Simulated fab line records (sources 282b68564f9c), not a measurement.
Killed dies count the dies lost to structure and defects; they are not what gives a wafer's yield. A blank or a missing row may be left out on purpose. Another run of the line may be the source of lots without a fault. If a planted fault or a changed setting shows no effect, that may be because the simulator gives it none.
Split-lot experiment	flow rit-cmos	on a route of 202 steps: 5 lots, 23 wafers read

## THE SPLIT ITSELF
At RIT_NLDD_IMPLANT_08, the setting energy-kev was moved away from the recipe's 20 on 8 of the 23 wafers read, by -2.6% to -1.5%. For the rest of the wafers, this setting stayed at what the recipe calls for.

The reading is taken at the split's own step.

## THE READING
In nm, at RIT_NLDD_IMPLANT_08: implant.drp-nm, which is the simulator's own figure and was read by no gauge. No usual value for it is given in the file.

wafer	tool, chamber at the split	energy-kev as run	against the recipe	implant.drp-nm, nm	against lot-mates on the recipe
L075.1	implanter-04, 0	20	recipe	12.97	-
L075.2	implanter-04, 0	20	recipe	12.97	-
L075.3	implanter-04, 0	20	recipe	12.97	-
L075.4	implanter-04, 0	20	recipe	12.97	-
L075.5	implanter-04, 0	20	recipe	12.97	-
L076.1	implanter-03, 0	20	recipe	12.97	-
L076.5	implanter-03, 0	20	recipe	12.97	-
L076.6	implanter-03, 0	20	recipe	12.97	-
L076.3	implanter-03, 0	19.56	-2.2%	12.8	-0.17
L076.4	implanter-03, 0	19.56	-2.2%	12.8	-0.17
L079.1	implanter-01, 0	19.49	-2.6%	12.77	-0.20
L079.5	implanter-01, 0	19.49	-2.6%	12.77	-0.20
L079.6	implanter-01, 0	19.49	-2.6%	12.77	-0.20
L079.3	implanter-01, 0	20	recipe	12.97	-
L079.4	implanter-01, 0	20	recipe	12.97	-
L080.3	implanter-04, 0	20	recipe	12.97	-
L080.4	implanter-04, 0	20	recipe	12.97	-
L080.6	implanter-04, 0	20	recipe	12.97	-
L083.1	implanter-01, 0	19.69	-1.5%	12.85	-0.12
L083.3	implanter-01, 0	19.69	-1.5%	12.85	-0.12
L083.5	implanter-01, 0	19.69	-1.5%	12.85	-0.12
L083.4	implanter-01, 0	20	recipe	12.97	-
L083.6	implanter-01, 0	20	recipe	12.97	-

FIT RESULTS
A straight line over all 23 wafers: implant.drp-nm changes by +0.078 nm for each +1% of energy-kev; r = +1.00; the points scatter about the line by 0.00072 nm.
The same after taking each lot's own level away (the mean of its wafers on the recipe; 23 wafers): +0.078 nm for each +1%; r = +1.00; scatter 0.00072 nm.
According to that fit, moving energy-kev by its largest amount changes the reading by 0.2 nm.
The lots' own levels span 12.970 to 12.970 nm.
The two slopes are in agreement: the lot-to-lot level therefore moves the slope only a little.
Check: for one of the wafers moved furthest among these (-2.6%), held out of the fit, the line's prediction against its lot-mates is -0.198 nm. Against them it came out at -0.2 nm.

## OTHER SPLITS APPLIED TO THESE WAFERS
Other splits were also applied to these wafers ahead of the reading. Each is held against what the fit with the lots' levels taken away leaves over:
other split on the same wafers	wafers away from the commonest value	r with implant.drp-nm (lot level and that fit taken away)
RIT_GATE_DEVELOP_15 develop-time-s	10	+0.36

## FILE'S OWN FIT
implant.drp-nm changes by +0.0786 nm for each +1% of energy-kev, r = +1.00.
